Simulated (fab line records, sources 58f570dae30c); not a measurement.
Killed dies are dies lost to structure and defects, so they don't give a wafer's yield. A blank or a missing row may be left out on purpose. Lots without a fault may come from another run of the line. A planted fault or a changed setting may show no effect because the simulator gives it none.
fab line records | flow berkeley_cmos170
record lots=14 wafers=42 last_day=12
route steps=331 shown PVT@124 NLDD@165 NSD@192
lots that met no fault: from a run of the same line without faults
start_h: hours from the record's first day to the start of the lot's first wafer shown | wait_h: hours since the lot's step before | " the same as in the row above | L1.1+2: a row that stands for several wafers | - no value, or no start given | * or withheld: withheld | < > ~ a bound
route shown NAME@n: a module of which the file shows steps, and the number in the route of the first | usual: mean/standard deviation of fault-free wafers | same: alike in all rows | chamber/n: place in a boat | sites: the reading at each site | _std_site: their standard deviation | _edge_site: outer sites' mean less inner sites' | radius_mm: how far each site lies from the wafer's centre | mask NAME#n: copy n | behind: the tool/chamber that last shaped the wafer | hold: why the lot was held/for how many hours/how that ended | device: the transistor (n, p or np) that didn't switch | end of line: the same wafers' tests at the end of the route | a step without rows: its recipe alone | killed: dies lost to structure and defects at the first sort, not the wafer's yield | map: a wafer's dies, x killed, . not, _ none there
set.NAME: the setting as run; set.NAME@STEP: as run at that earlier step | model.NAME: the simulator's own value behind a step, which no gauge read
steps of the route over a sample of lots; a table a step, a row a wafer
services: from which hour (start_h, from the record's first day; less than 0 if before it) a tool's chamber was out of use, for how many hours, and why
## steps
# step UCB170_PVT_TW_MEAS_09
# usual PVT_TW=514/3.6
# columns lot.wafer tool chamber start_h wait_h PVT_TW
L102.1 film_metro-01 - 108.51 0.1 518
L102.3 " - " " 518
L102.6 " - " " 519
L104.4 film_metro-04 - 108.59 0.1 514
L104.5 " - " " 512
L104.6 " - " " 512
L103.2 film_metro-01 - 108.87 0.1 517
L103.4 " - " " 520
L103.6 " - " " 514
L105.2 film_metro-03 - 118.68 0.1 513
L105.3 " - " " 510
L105.5 " - " " 507
L107.3 film_metro-04 - 132.51 0.1 512
L107.5 " - " " 511
L107.6 " - " " 512
L108.2 film_metro-01 - 139.93 0.1 520
L108.3 " - " " 518
L108.4 " - " " 522
L114.1 film_metro-03 - 179.62 0.1 512
L114.4 " - " " 514
L114.5 " - " " 512
L116.3 film_metro-04 - 184.46 0.1 511
L116.5 " - " " 513
L116.6 " - " " 515
L121.2 film_metro-03 - 212.12 0.1 509
L121.3 " - " " 508
L121.4 " - " " 513
L120.2 film_metro-01 - 212.51 0.1 519
L120.3 " - " " 518
L120.5 " - " " 516
L122.1 film_metro-03 - 220.91 0.1 511
L122.2 " - " " 512
L122.4 " - " " 510
L123.2 film_metro-04 - 221.47 0.1 510
L123.3 " - " " 512
L123.6 " - " " 512
L124.1 film_metro-01 - 232.91 0.1 515
L124.4 " - " " 514
L124.6 " - " " 514
L125.1 film_metro-04 - 233.06 0.1 512
L125.3 " - " " 515
L125.5 " - " " 513
# step UCB170_NLDD_OVL_MEAS_07
# usual NLDD_OVL=-1/4.7
# columns lot.wafer tool chamber start_h wait_h NLDD_OVL[nm]
L102.1 overlay-02 - 125.70 0.1 -5
L102.3 " - " " -1
L102.6 " - " " -10
L104.4 overlay-01 - 125.71 0.1 -4
L104.5 " - " " -4
L104.6 " - " " -3
L103.2 overlay-01 - 126.31 0.1 5
L103.4 " - " " 1
L103.6 " - " " 0
L105.2 overlay-02 - 135.18 0.1 6
L105.3 " - " " 6
L105.5 " - " " 7
L107.3 overlay-01 - 148.63 0.1 -3
L107.5 " - " " -8
L107.6 " - " " -9
L108.2 overlay-02 - 155.55 0.1 1
L108.3 " - " " 1
L108.4 " - " " 2
L114.1 overlay-02 - 193.06 0.1 -3
L114.4 " - " " 4
L114.5 " - " " 1
L116.3 overlay-02 - 199.59 0.1 -7
L116.5 " - " " -4
L116.6 " - " " -5
L120.2 overlay-02 - 229.36 0.1 -1
L120.3 " - " " 4
L120.5 " - " " -1
L121.2 overlay-02 - 229.64 0.1 1
L121.3 " - " " -5
L121.4 " - " " 4
L122.1 overlay-02 - 236.74 0.1 -3
L122.2 " - " " -7
L122.4 " - " " -1
L123.2 overlay-01 - 237.12 0.1 -5
L123.3 " - " " -6
L123.6 " - " " 2
L124.1 overlay-01 - 251.66 0.1 -1
L124.4 " - " " 3
L124.6 " - " " -3
L125.1 overlay-02 - 251.93 0.1 -9
L125.3 " - " " -4
L125.5 " - " " 1
# step UCB170_NLDD_STRIP_10
# recipe chemistry=O2 power_w=400 pressure_mtorr=3500 platen_temp_c=withheld o2_flow_sccm=400 overash_fraction=0.5
# usual drypump_motor_current_A=5.6/0.56 oes_product_au=0.735/0.0048 strip_time_to_endpoint_s=21.67/0.056
# same overash_fraction=0.5
# columns lot.wafer tool chamber start_h wait_h drypump_motor_current_A oes_product_au rf_hours_counter_h strip_time_to_endpoint_s
L102.1 plasma_asher-02 1 126.06 0.1 6.5 0.740 1 21.82
L102.3 " 1 " " 6.5 0.742 - 21.82
L102.6 " 0 " " 5.8 0.737 - 21.76
L104.4 plasma_asher-04 0 126.08 0.1 4.8 0.738 - 21.62
L104.5 " 0 " " 4.8 0.733 - 21.68
L104.6 " 1 " " 6.0 0.734 - 21.60
L103.2 plasma_asher-02 1 126.64 0.1 6.5 0.733 1 21.68
L103.4 " 1 " " 6.5 0.731 - 21.72
L103.6 " 0 " " 5.8 0.730 - 21.78
L105.2 plasma_asher-04 1 135.51 0.1 6.0 0.744 45 21.71
L105.3 " 0 " " 4.8 0.732 - 21.72
L105.5 " 0 " " 4.8 0.733 - 21.74
L107.3 plasma_asher-02 0 148.98 0.1 5.8 0.732 - 21.64
L107.5 " 0 " " 5.8 0.735 - 21.67
L107.6 " 1 " " 6.5 0.738 - 21.66
L108.2 plasma_asher-04 1 155.88 0.1 6.0 0.731 48 21.66
L108.3 " 0 " " 4.7 0.739 - 21.70
L108.4 " 1 " " 6.0 0.730 - 21.62
L114.1 plasma_asher-02 0 193.40 0.1 5.9 0.738 8 21.69
L114.4 " 1 " " 6.5 0.736 - 21.65
L114.5 " 0 " " 5.9 0.739 - 21.65
L116.3 plasma_asher-04 0 199.95 0.1 4.8 0.732 - 21.63
L116.5 " 1 " " 6.0 0.732 - 21.69
L116.6 " 0 " " 4.7 0.736 - 21.70
L120.2 plasma_asher-01 1 229.69 0.1 5.5 0.736 56 21.65
L120.3 " 1 " " 5.5 0.729 - 21.66
L120.5 " 1 " " 5.5 0.733 - 21.66
L121.2 plasma_asher-01 1 229.97 0.1 5.5 0.730 56 21.65
L121.3 " 0 " " 5.1 0.738 - 21.66
L121.4 " 1 " " 5.5 0.738 - 21.67
L122.1 plasma_asher-01 1 237.07 0.1 5.5 0.742 56 21.65
L122.2 " 0 " " 5.1 0.744 56 21.76
L122.4 " 1 " " 5.5 0.743 - 21.73
L123.2 plasma_asher-02 1 237.45 0.1 6.5 0.737 13 21.67
L123.3 " 1 " " 6.5 0.732 - 21.62
L123.6 " 1 " " 6.5 0.730 - 21.65
L124.1 plasma_asher-01 1 251.99 0.1 5.5 0.731 58 21.54
L124.4 " 1 " " 5.5 0.744 - 21.60
L124.6 " 1 " " 5.5 0.736 - 21.66
L125.1 plasma_asher-01 1 252.31 0.2 5.5 0.743 59 21.77
L125.3 " 1 " " 5.5 0.736 - 21.73
L125.5 " 1 " " 5.5 0.736 - 21.76
# step UCB170_NSD_DEVELOP_05
# recipe developer=TMAH develop_time_s=45 resist=KrF dev_temp_c=21
# usual chill_plate_temp_C=23.01/0.11 develop_time_s=45/0 exhaust_pa=44.9/0.99
# columns lot.wafer tool chamber start_h wait_h chill_plate_temp_C develop_time_s exhaust_pa
L104.4 litho_track-01 0 135 - 22.86 45 46.5
L104.5 " 0 " " 22.78 45 46.7
L104.6 " 0 " " 22.97 45 46.3
L103.2 litho_track-01 0 135 - 23.04 45 43.9
L103.4 " 0 136 - 23.16 45 44.9
L103.6 " 0 " " 23.03 45 44.6
L102.1 litho_track-04 0 136 - 22.87 45 44.7
L102.3 " 0 " " 23.02 45 45.6
L102.6 " 0 " " 22.91 45 45.6
L105.2 litho_track-04 0 143 - 22.98 45 43.4
L105.3 " 0 " " 23.01 45 43.5
L105.5 " 0 " " 23.05 45 43.2
L107.3 litho_track-04 0 157 - 22.97 45 45.1
L107.5 " 0 " " 23.08 45 44.0
L107.6 " 0 " " 22.99 45 46.3
L108.2 litho_track-01 0 163 - 22.99 45 45.7
L108.3 " 0 " " 23.03 45 45.0
L108.4 " 0 " " 23.10 45 46.0
L114.1 litho_track-01 - 204 - - - -
L114.4 " - " " - - -
L114.5 " - " " - - -
L116.3 litho_track-04 - 208 - - - -
L116.5 " - " " - - -
L116.6 " - " " - - -
L121.2 litho_track-03 0 237 - 23.07 45 45.9
L121.3 " 0 " " 22.80 45 44.8
L121.4 " 0 " " 22.95 45 45.7
L120.2 litho_track-01 0 237 - 23.06 45 44.7
L120.3 " 0 " " 23.12 45 43.8
L120.5 " 0 " " 23.12 45 44.1
L122.1 litho_track-01 0 244 - 22.88 45 44.3
L122.2 " 0 " " 22.93 45 44.6
L122.4 " 0 " " 22.92 45 44.8
L123.2 litho_track-01 0 244 - 22.94 45 45.6
L123.3 " 0 " " 23.06 45 44.4
L123.6 " 0 " " 22.75 45 44.9
L124.1 litho_track-01 0 260 - 22.90 45 45.6
L124.4 " 0 " " 22.95 45 46.2
L124.6 " 0 " " 22.98 45 45.2
L125.1 litho_track-01 0 261 - 23.12 45 46.1
L125.3 " 0 " " 23.04 45 46.1
L125.5 " 0 " " 23.06 45 44.9
## services
# columns tool chamber start_h hours kind
plasma_asher-02 - 108.75 9.0 pm
plasma_asher-02 0 108.75 9.0 vent_cycle
plasma_asher-02 1 108.75 9.0 vent_cycle
plasma_asher-02 0 117.75 - clean
plasma_asher-02 1 117.75 - clean
plasma_asher-01 - 121.54 14.6 pm
plasma_asher-04 - 150.88 0.5 repair
plasma_asher-02 - 248.15 7.4 repair
## key
first_sign step=UCB170_NSD_DEVELOP_05 reading=tool_record direction=missing
effect none on later readings
met_at UCB170_NSD_DEVELOP_05
struck_lots L114,L116
sort_left_out L114.1,L114.4,L114.5,L116.3,L116.5,L116.6
tester_left_out L114,L116
not_acting_at UCB170_PVT_TW_MEAS_09,UCB170_NLDD_OVL_MEAS_07,UCB170_NLDD_STRIP_10
earlier_fault kind=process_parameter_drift tool=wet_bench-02 chamber=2 onset_h=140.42 steps=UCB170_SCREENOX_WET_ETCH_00 channel=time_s offset=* shape=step end_h=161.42 acts_in=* stated=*
fault kind=skipped_step_whole tool=litho_track-01,litho_track-04 chamber=- onset_h=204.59 steps=UCB170_NSD_DEVELOP_05 scope=struck_lots_only
# tester_left_out: of these lots the tester's yield and bins aren't shown, on N5 and GAA mostly nor the transistor test; their killed dies are dies lost to structure and defects alone, not to doping, threshold or leakage, so they don't give the yield
# sort_left_out: the simulated sort isn't trusted on such a fault, so these wafers' sort isn't shown, and their yield isn't known
